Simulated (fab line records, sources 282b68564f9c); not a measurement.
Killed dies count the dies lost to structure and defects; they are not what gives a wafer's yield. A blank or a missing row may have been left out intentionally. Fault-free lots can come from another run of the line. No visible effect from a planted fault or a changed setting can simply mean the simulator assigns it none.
Struck lot and sound lot, side by side | flow rit-cmos | 21 steps out of a route of 202
Sound: wafers L305.2, L305.4, L305.5. The struck wafers were L313.2, L313.3, L313.6. Last of all comes the cause.
At each step with rows: each side's tool, then ch and its chambers, then its first start. Under that, the readings that differ: sound wafers | struck wafers | difference of the means | sigmas: that difference in standard deviations of wafers without a fault.
alike: same words and numbers on both sides, and readings whose means sit less than 2 such deviations apart. not compared: any withheld reading, any reading some wafer has no value for, any bound like >300 that may hide the same value, and any number with overlapping values for which the record gives no deviation.
The two part at a step that has a row with sigmas, a row that says differs or no value, or rows on one side only. Numbers that don't overlap but have no deviation are shown without sigmas and don't part them. Lack of a reading on every wafer of one side parts them only where that side has two or more wafers.

first, 3 steps without rows for these wafers: RIT_PWELL_EXPOSE_03 (exposes mask M3, target cd 43700 nm); RIT_PWELL_PEB_04; RIT_PWELL_DEVELOP_05 (develop time 68 s).
RIT_PWELL_OVL_MEAS_06:
  struck on overlay-02, day 3 19:04; sound on overlay-01, day 2 03:38
  alike: PWELL_OVL
then, 2 steps without rows for these wafers: RIT_PWELL_HARDBAKE_07 (time 120 s); RIT_PWELL_IMPLANT_08.
RIT_PWELL_STRIP_09: strips in O2, time 180 s.
  sound on plasma-asher-02 ch 1, day 2 04:04; struck on plasma-asher-04 ch 0,1, day 3 19:30
  alike: drypump-motor-current-A, o2-flow-sccm
  not compared: rf-hours-counter-h
RIT_PWELL_TW_MEAS_10:
  struck on film-metro-01, day 3 19:41; sound on film-metro-04, day 2 04:16
  alike: PWELL_TW
then, 1 step without rows for these wafers: RIT_WELLDRIVE_ANNEAL_00 (time 14700 s).
RIT_WELLDRIVE_RS_MEAS_01: uses a four-point probe to measure.
  struck on film-metro-03, day 4 00:50; sound on film-metro-04, day 2 09:52
  alike: NWELL_RS
RIT_WELLDRIVE_RS_MEAS_02: uses a four-point probe to measure.
  struck on film-metro-03, day 4 00:58; sound on film-metro-04, day 2 09:59
  alike: PWELL_RS
then, 1 step without rows for these wafers: RIT_NRETRO_HMDS_00 (prime time 60 s).
RIT_NRETRO_COAT_01: resist thk 1300 nm.
  sound on litho-track-01 ch 0, day 2 10:15; struck on litho-track-01 ch 0, day 4 01:14
  reading                                     | sound                | struck               | difference | sigmas
  spin-speed-rpm (rpm)                        | 1999.2 2001.5 2000.9 | 2083.4 2082.3 2084.2 | +82.8      | +64
  model.NOVOLAK_of_NRETRO_COAT_01.thk-nm (nm) | 1293 1297 1293       | 1269 1272 1270       | -24        |
then, 4 steps without rows for these wafers: RIT_NRETRO_SOFTBAKE_02 (time 60 s); RIT_NRETRO_EXPOSE_03 (exposes mask M4, target cd 43900 nm); RIT_NRETRO_PEB_04; RIT_NRETRO_DEVELOP_05 (develop time 68 s).
RIT_NRETRO_OVL_MEAS_06:
  struck on overlay-01, day 4 01:56; sound on overlay-02, day 2 11:12
  alike: NRETRO_OVL
RIT_NRETRO_HARDBAKE_07: time 120 s.
  sound on litho-track-01 ch 0, day 2 11:16; struck on litho-track-01 ch 0, day 4 02:01
  reading                                     | sound          | struck         | difference | sigmas
  model.NOVOLAK_of_NRETRO_COAT_01.thk-nm (nm) | 1131 1134 1131 | 1110 1113 1111 | -21        |
after that, 1 step had no rows for these wafers: RIT_NRETRO_IMPLANT_08.
RIT_M1_PROBE_99:
  struck on prober-01, day 5 07:43; sound on prober-02, day 3 20:26
  alike: killed-at-contacts, killed-at-front-end, killed-dies, killed-open, killed-short

== WHERE THEY PART ==
Only at RIT_NRETRO_COAT_01, within this record. Later steps at which nothing parts them and some readings are alike: RIT_NRETRO_OVL_MEAS_06, RIT_M1_PROBE_99.

WHY: what had been put in by the simulator
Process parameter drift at RIT_NRETRO_COAT_01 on litho-track-01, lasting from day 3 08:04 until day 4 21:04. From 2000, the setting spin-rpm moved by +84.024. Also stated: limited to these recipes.
